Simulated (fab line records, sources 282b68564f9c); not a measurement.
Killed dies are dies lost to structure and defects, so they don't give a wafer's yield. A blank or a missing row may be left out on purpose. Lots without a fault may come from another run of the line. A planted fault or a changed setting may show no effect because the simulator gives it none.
Tool commonality check | flow rit_cmos | 13 lots, 42 wafers sampled

WHY IT WAS OPENED
At RIT_WELLDRIVE_RS_MEAS_01 the reading NWELL_RS is flagged on 1 of 13 lots. Wafers without a fault read 275.5 ohm/sq, standard deviation 0.74.
Rule: a lot is flagged when every wafer of it that has a number lies more than 4 standard deviations from that mean, or none has a number. The other lots count as sound.

lot  | measured    | on            | NWELL_RS (ohm/sq), wafer by wafer   | flag
L671 | day 2 05:02 | film_metro-01 | 274.7 274.3 274.7                   |
L672 | day 2 13:03 | film_metro-02 | 275.7 275.8 276.0                   |
L673 | day 2 15:10 | film_metro-01 | 275.1 276.6 276.3                   |
L675 | day 3 03:13 | film_metro-04 | 275.3 274.3 274.6                   |
L677 | day 3 09:56 | film_metro-01 | 275.1 275.4 275.3                   |
L678 | day 3 15:32 | film_metro-02 | 320.8 320.4 320.5 321.0 320.0 320.4 | FLAGGED
L685 | day 5 03:01 | film_metro-01 | 275.4 275.2 275.8                   |
L686 | day 5 09:22 | film_metro-01 | 275.8 275.7 276.1                   |
L687 | day 5 14:28 | film_metro-01 | 275.3 275.3 275.7                   |
L689 | day 5 22:16 | film_metro-02 | 275.9 276.2 275.5                   |
L690 | day 6 03:22 | film_metro-02 | 275.2 275.5 274.9                   |
L693 | day 6 19:52 | film_metro-02 | 274.5 275.3 275.1                   |
L694 | day 7 00:59 | film_metro-01 | 276.0 275.4 276.5                   |
The numbers of the flagged lots are 320.5 ohm/sq on average: +45.0 ohm/sq against the usual, or +61 standard deviations.

WHICH TOOL RAN EACH LOT
The record holds 1 process step before the reading, out of a route of 202 steps. In each cell: the tool, then ch and the chambers that the sampled wafers went through, then the start.
lot  | flag    | RIT_WELLDRIVE_ANNEAL_00
L671 |         | furnace-03 ch 0, day 1 23:56
L672 |         | furnace-01 ch 0, day 2 07:55
L673 |         | furnace-03 ch 0, day 2 10:04
L675 |         | furnace-04 ch 0, day 2 22:07
L677 |         | furnace-01 ch 0, day 3 04:50
L678 | FLAGGED | furnace-03 ch 0, day 3 10:28
L685 |         | furnace-01 ch 0, day 4 21:56
L686 |         | furnace-04 ch 0, day 5 04:16
L687 |         | furnace-04 ch 0, day 5 09:21
L689 |         | furnace-01 ch 0, day 5 17:10
L690 |         | furnace-01 ch 0, day 5 22:16
L693 |         | furnace-01 ch 0, day 6 14:46
L694 |         | furnace-01 ch 0, day 6 19:51
What these steps do:
- RIT_WELLDRIVE_ANNEAL_00: time 14700 s.
- RIT_WELLDRIVE_RS_MEAS_01: measures by four-point-probe.

FLAGGED OVER TOTAL, TOOL BY TOOL (the gauges that took the reading come last)
step                     | tool          | lots run | flagged | share of the flagged lots | sound lots run after its first flagged lot
RIT_WELLDRIVE_ANNEAL_00  | furnace-01    | 7        | 0       | none                      | -
RIT_WELLDRIVE_ANNEAL_00  | furnace-03    | 3        | 1       | all                       | 0
RIT_WELLDRIVE_ANNEAL_00  | furnace-04    | 3        | 0       | none                      | -
RIT_WELLDRIVE_RS_MEAS_01 | film_metro-01 | 7        | 0       | none                      | -
RIT_WELLDRIVE_RS_MEAS_01 | film_metro-02 | 5        | 1       | all                       | 3 (L689,L690,L693)
RIT_WELLDRIVE_RS_MEAS_01 | film_metro-04 | 1        | 0       | none                      | -

WHAT THE TABLE ALLOWS
2 rows of the table ran every flagged lot: furnace-03 at RIT_WELLDRIVE_ANNEAL_00, film_metro-02 at RIT_WELLDRIVE_RS_MEAS_01.
- furnace-03 at RIT_WELLDRIVE_ANNEAL_00: 1 of its 3 lots flagged. Its last sound lot is L673 (day 2 10:04), its first flagged lot L678 (day 3 10:28): a fault that began between those two fits. Its own readings lie more than 4 standard deviations out on every wafer of the flagged lots: run_length_s.
- film_metro-02 at RIT_WELLDRIVE_RS_MEAS_01: 1 of its 5 lots flagged. Sound lots ran on it after the first flagged one (L689, L690, L693), which a lasting fault on the whole tool wouldn't allow.
One tool is left: furnace-03 at RIT_WELLDRIVE_ANNEAL_00.

WHAT THE SIMULATOR HAD PUT IN
Process parameter drift: furnace-03, from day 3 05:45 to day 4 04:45, at RIT_WELLDRIVE_ANNEAL_00. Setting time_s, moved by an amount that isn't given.
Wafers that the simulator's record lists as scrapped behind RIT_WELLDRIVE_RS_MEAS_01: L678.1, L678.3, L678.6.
Lots struck among those shown: L678. The rule above found the same.
